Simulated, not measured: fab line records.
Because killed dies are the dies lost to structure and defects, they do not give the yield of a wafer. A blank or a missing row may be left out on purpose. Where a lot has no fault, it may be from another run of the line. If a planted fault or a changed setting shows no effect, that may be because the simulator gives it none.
Chamber matching :: flow rit_cmos :: RIT_GATE_ETCH_19 on rie_si-02: 4 sister chambers
The step etches poly-Si in SF6/CHF3/O2, stops on SiO2, time 168.1 s, target depth 312.5 nm. 14 wafers are shown with their chamber, then 7 later ones without.

EACH WAFER AND ITS CHAMBER
wafer: L254.1
chamber: 1
throttle_valve_pct (%): 10.46
drypump_motor_current_A (A): 5.4
he_backside_leak_sccm (sccm): 2.3

wafer: L254.3
chamber: 0
throttle_valve_pct (%): 10.39
drypump_motor_current_A (A): 5.1
he_backside_leak_sccm (sccm): 2.9

wafer: L254.6
chamber: 3
throttle_valve_pct (%): 10.03
drypump_motor_current_A (A): 5.9
he_backside_leak_sccm (sccm): 2.4

wafer: L256.2
chamber: 2
throttle_valve_pct (%): 10.17
drypump_motor_current_A (A): 6.1
he_backside_leak_sccm (sccm): 2.8

wafer: L256.5
chamber: 3
throttle_valve_pct (%): 10.02
drypump_motor_current_A (A): 5.8
he_backside_leak_sccm (sccm): 2.5

wafer: L256.6
chamber: 2
throttle_valve_pct (%): 10.17
drypump_motor_current_A (A): 6.2
he_backside_leak_sccm (sccm): 2.9

wafer: L258.1
chamber: 2
throttle_valve_pct (%): 10.18
drypump_motor_current_A (A): 6.1
he_backside_leak_sccm (sccm): 2.8

wafer: L258.5
chamber: 1
throttle_valve_pct (%): 10.47
drypump_motor_current_A (A): 5.4
he_backside_leak_sccm (sccm): 2.2

wafer: L258.6
chamber: 0
throttle_valve_pct (%): 10.42
drypump_motor_current_A (A): 5.1
he_backside_leak_sccm (sccm): 3.0

wafer: L260.1
chamber: 1
throttle_valve_pct (%): 10.47
drypump_motor_current_A (A): 5.4
he_backside_leak_sccm (sccm): 2.4

wafer: L260.3
chamber: 0
throttle_valve_pct (%): 10.41
drypump_motor_current_A (A): 5.1
he_backside_leak_sccm (sccm): 3.0

wafer: L260.5
chamber: 3
throttle_valve_pct (%): 10.02
drypump_motor_current_A (A): 5.8
he_backside_leak_sccm (sccm): 2.5

wafer: L262.1
chamber: 2
throttle_valve_pct (%): 10.17
drypump_motor_current_A (A): 6.1
he_backside_leak_sccm (sccm): 2.8

wafer: L262.4
chamber: 1
throttle_valve_pct (%): 10.48
drypump_motor_current_A (A): 5.4
he_backside_leak_sccm (sccm): 2.2

SIGNATURES, as means of the wafers listed above
reading: throttle_valve_pct
chamber 0: 10.4067
chamber 1: 10.4700
chamber 2: 10.1725
chamber 3: 10.0233
scatter within a chamber: 0.00899

reading: drypump_motor_current_A
chamber 0: 5.100
chamber 1: 5.400
chamber 2: 6.125
chamber 3: 5.833
scatter within a chamber: 0.0376

reading: he_backside_leak_sccm
chamber 0: 2.967
chamber 1: 2.275
chamber 2: 2.825
chamber 3: 2.467
scatter within a chamber: 0.0695
Rule: a wafer lies at a distance from a chamber equal to the root of the sum of squares, over the readings, of (its reading less the chamber's mean, divided by the reading's scatter). The wafer belongs to the nearest chamber; if the next one is less than 2 further off, it can't be placed. The scatter: the root of (the sum of the squares of (reading less its chamber's mean) over the shown wafers, divided by (wafers less chambers)).

WAFERS MISSING THEIR CHAMBER
wafer: L262.6
throttle_valve_pct (%): 10.03
drypump_motor_current_A (A): 5.9
he_backside_leak_sccm (sccm): 2.5

wafer: L270.2
throttle_valve_pct (%): 10.03
drypump_motor_current_A (A): 5.8
he_backside_leak_sccm (sccm): 2.4

wafer: L270.5
throttle_valve_pct (%): 10.03
drypump_motor_current_A (A): 5.9
he_backside_leak_sccm (sccm): 2.5

wafer: L270.6
throttle_valve_pct (%): 10.18
drypump_motor_current_A (A): 6.1
he_backside_leak_sccm (sccm): 3.0

wafer: L277.1
throttle_valve_pct (%): 10.40
drypump_motor_current_A (A): 5.1
he_backside_leak_sccm (sccm): 3.0

wafer: L277.4
throttle_valve_pct (%): 10.04
drypump_motor_current_A (A): 5.9
he_backside_leak_sccm (sccm): 2.4

wafer: L277.6
throttle_valve_pct (%): 10.41
drypump_motor_current_A (A): 5.1
he_backside_leak_sccm (sccm): 2.9

THE CHAMBER EACH PASSED THROUGH
wafer: L262.6
from the rows above: 3
in truth: 3

wafer: L270.2
from the rows above: 3
in truth: 3

wafer: L270.5
from the rows above: 3
in truth: 3

wafer: L270.6
from the rows above: 2
in truth: 2

wafer: L277.1
from the rows above: 0
in truth: 0

wafer: L277.4
from the rows above: 3
in truth: 3

wafer: L277.6
from the rows above: 0
in truth: 0
Correctly placed: 7 of 7. Number that these rows cannot place: 0. Wrongly placed: 0.
